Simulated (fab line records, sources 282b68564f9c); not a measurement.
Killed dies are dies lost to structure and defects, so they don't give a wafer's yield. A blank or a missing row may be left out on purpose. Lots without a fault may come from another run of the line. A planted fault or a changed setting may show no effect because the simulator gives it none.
Which tool did it? | flow rit_cmos | 14 lots, 42 wafers sampled, at 5 steps of a route of 202

WHAT THE GAUGES READ, wafer by wafer
RIT_ACTIVE_BOW_MEAS_00. Usual: INCOMING_BOW 0 um, standard deviation 6.1.
lot  | measured    | on            | INCOMING_BOW (um) | flag
L474 | day 1 10:01 | film_metro-03 | 6 -2 -8           |
L475 | day 1 15:01 | film_metro-01 | -5 3 4            |
L476 | day 1 20:02 | film_metro-03 | -1 0 -11          |
L478 | day 2 06:04 | film_metro-03 | 10 -5 -2          |
L479 | day 2 11:02 | film_metro-03 | -1 8 5            |
L480 | day 2 16:02 | film_metro-04 | 2 6 -4            |
L481 | day 2 21:00 | film_metro-03 | 5 -6 -21          |
L482 | day 3 02:02 | film_metro-03 | 8 2 -9            |
L484 | day 3 12:04 | film_metro-01 | 0 -2 4            |
L486 | day 3 22:01 | film_metro-01 | 3 0 -2            |
L488 | day 4 08:01 | film_metro-03 | 7 -1 5            |
L489 | day 4 13:01 | film_metro-04 | -4 -5 7           |
L496 | day 6 00:00 | film_metro-03 | -5 7 5            |
L497 | day 6 05:02 | film_metro-01 | -2 4 -1           |

RIT_REOX_THK_MEAS_04. Usual: REOX_OXIDE_THK 24.9 nm, standard deviation 0.57.
lot  | measured    | on            | REOX_OXIDE_THK (nm) | flag
L474 | day 3 03:02 | film_metro-03 | 24.6 25.2 24.7      |
L475 | day 3 04:53 | film_metro-01 | 24.9 25.6 25.1      |
L476 | day 3 04:54 | film_metro-03 | 25.4 25.6 25.4      |
L478 | day 4 00:32 | film_metro-02 | 25.1 25.3 25.2      |
L479 | day 4 02:58 | film_metro-03 | 25.0 25.3 25.5      |
L480 | day 4 02:58 | film_metro-02 | 24.4 24.5 24.7      |
L481 | day 4 05:29 | film_metro-01 | 24.5 24.8 24.6      |
L482 | day 4 16:23 | film_metro-01 | 14.5 14.7 15.2      | OFF
L484 | day 4 21:30 | film_metro-02 | 13.7 13.7 13.4      | OFF
L486 | day 5 10:51 | film_metro-03 | 24.7 25.3 25.1      |
L488 | day 5 15:48 | film_metro-03 | 25.8 25.5 26.4      |
L489 | day 6 01:58 | film_metro-03 | 24.9 24.3 24.4      |
L496 | day 8 00:51 | film_metro-02 | 24.5 24.5 24.1      |
L497 | day 8 00:52 | film_metro-01 | 23.9 23.9 23.9      |

RIT_CONTACT_THK_MEAS_01. Usual: CONTACT_TEOS_THK 401 nm, standard deviation 5.8.
lot  | measured    | on            | CONTACT_TEOS_THK (nm) | flag
L474 | day 3 13:40 | film_metro-02 | 404 408 400           |
L475 | day 3 15:13 | film_metro-01 | 399 402 398           |
L476 | day 3 15:38 | film_metro-03 | 393 397 393           |
L478 | day 4 10:17 | film_metro-01 | 402 401 401           |
L479 | day 4 13:14 | film_metro-02 | 395 404 406           |
L480 | day 4 13:25 | film_metro-03 | 396 399 407           |
L481 | day 4 15:42 | film_metro-01 | 393 402 401           |
L482 | day 5 02:34 | film_metro-02 | 400 409 408           |
L484 | day 5 07:57 | film_metro-01 | 400 408 405           |
L486 | day 5 22:08 | film_metro-03 | 397 400 400           |
L488 | day 6 02:41 | film_metro-01 | 404 401 404           |
L489 | day 6 12:32 | film_metro-03 | 408 411 414           |
L496 | day 8 11:02 | film_metro-02 | 393 393 400           |
L497 | day 8 11:51 | film_metro-01 | 394 400 398           |

WHICH TOOL RAN EACH LOT (tool, then ch and the chambers of the sampled wafers, then the start)
lot  | RIT_REOX_OXIDATION_03        | RIT_SDANNEAL_RTA_03
L474 | furnace-03 ch 0, day 3 00:28 | rtp_anneal-01 ch 0, day 3 12:33
L475 | furnace-01 ch 0, day 3 02:20 | rtp_anneal-02 ch 0, day 3 14:07
L476 | furnace-01 ch 0, day 3 02:20 | rtp_anneal-01 ch 0, day 3 14:31
L478 | furnace-04 ch 0, day 3 21:58 | rtp_anneal-01 ch 0, day 4 09:10
L479 | furnace-03 ch 0, day 4 00:23 | rtp_anneal-02 ch 0, day 4 12:08
L480 | furnace-03 ch 0, day 4 00:23 | rtp_anneal-01 ch 0, day 4 12:18
L481 | furnace-03 ch 0, day 4 02:56 | rtp_anneal-02 ch 0, day 4 14:36
L482 | furnace-03 ch 0, day 4 13:49 | rtp_anneal-01 ch 0, day 5 01:28
L484 | furnace-03 ch 0, day 4 18:55 | rtp_anneal-01 ch 0, day 5 06:50
L486 | furnace-04 ch 0, day 5 08:17 | rtp_anneal-01 ch 0, day 5 21:01
L488 | furnace-01 ch 0, day 5 13:14 | rtp_anneal-01 ch 0, day 6 01:26
L489 | furnace-04 ch 0, day 5 23:25 | rtp_anneal-02 ch 0, day 6 11:25
L496 | furnace-03 ch 0, day 7 22:18 | rtp_anneal-01 ch 0, day 8 09:56
L497 | furnace-03 ch 0, day 7 22:18 | rtp_anneal-02 ch 0, day 8 10:44
- RIT_REOX_OXIDATION_03: target thk 25.2 nm, ox time 5580 s.
- RIT_SDANNEAL_RTA_03: time 5 s.

WHAT THE TOOLS THEMSELVES READ (means of the sampled wafers that have a number; where no wafer has one, the mark that the record gives instead)
RIT_REOX_OXIDATION_03. Usual: spike_tc_source_C 925.1 C, standard deviation 2.4.
lot  | tool       | spike_tc_source_C (C) | flag
L474 | furnace-03 | 923.6                 |
L475 | furnace-01 | 923.5                 |
L476 | furnace-01 | 923.3                 |
L478 | furnace-04 | 928.9                 |
L479 | furnace-03 | 924.3                 |
L480 | furnace-03 | 923.8                 |
L481 | furnace-03 | 924.3                 |
L482 | furnace-03 | 925.2                 |
L484 | furnace-03 | 924.1                 |
L486 | furnace-04 | 928.4                 |
L488 | furnace-01 | 923.2                 |
L489 | furnace-04 | 928.0                 |
L496 | furnace-03 | 922.8                 |
L497 | furnace-03 | 923.9                 |

RIT_SDANNEAL_RTA_03. Usual: wafer_temp_C_max 1053.3, standard deviation 1.2.
lot  | tool          | wafer_temp_C_max | flag
L474 | rtp_anneal-01 | 1052.8           |
L475 | rtp_anneal-02 | 1052.8           |
L476 | rtp_anneal-01 | 1053.6           |
L478 | rtp_anneal-01 | 1053.7           |
L479 | rtp_anneal-02 | 1052.6           |
L480 | rtp_anneal-01 | 1052.9           |
L481 | rtp_anneal-02 | 1052.9           |
L482 | rtp_anneal-01 | 1053.3           |
L484 | rtp_anneal-01 | 1052.4           |
L486 | rtp_anneal-01 | 1054.1           |
L488 | rtp_anneal-01 | 1053.2           |
L489 | rtp_anneal-02 | 1052.9           |
L496 | rtp_anneal-01 | 1052.9           |
L497 | rtp_anneal-02 | 1053.8           |

THE ANSWER, worked out from the rows above alone
Rule: a lot is off if the mean of its wafers that have a number lies more than 3 standard deviations from the usual mean. A lot without any number at a reading at which 4 lots or more have one is off too. The other lots that the step has rows for count as sound. The gauges are gone through in route order, then the tools' own readings, and for those a lot's mean is taken as printed above. The first step at which some lot is off is used, and at that step the reading that is off furthest; a lot without a number counts as furthest.
Off: L482, L484, at RIT_REOX_THK_MEAS_04 (REOX_OXIDE_THK).
A tool fits if, at a process step before that reading, it ran every lot that is off, and no sound lot after the first of them. The gauges at RIT_REOX_THK_MEAS_04 are tried like those tools. None of those tried fits.

WHAT THE SIMULATOR HAD PUT IN
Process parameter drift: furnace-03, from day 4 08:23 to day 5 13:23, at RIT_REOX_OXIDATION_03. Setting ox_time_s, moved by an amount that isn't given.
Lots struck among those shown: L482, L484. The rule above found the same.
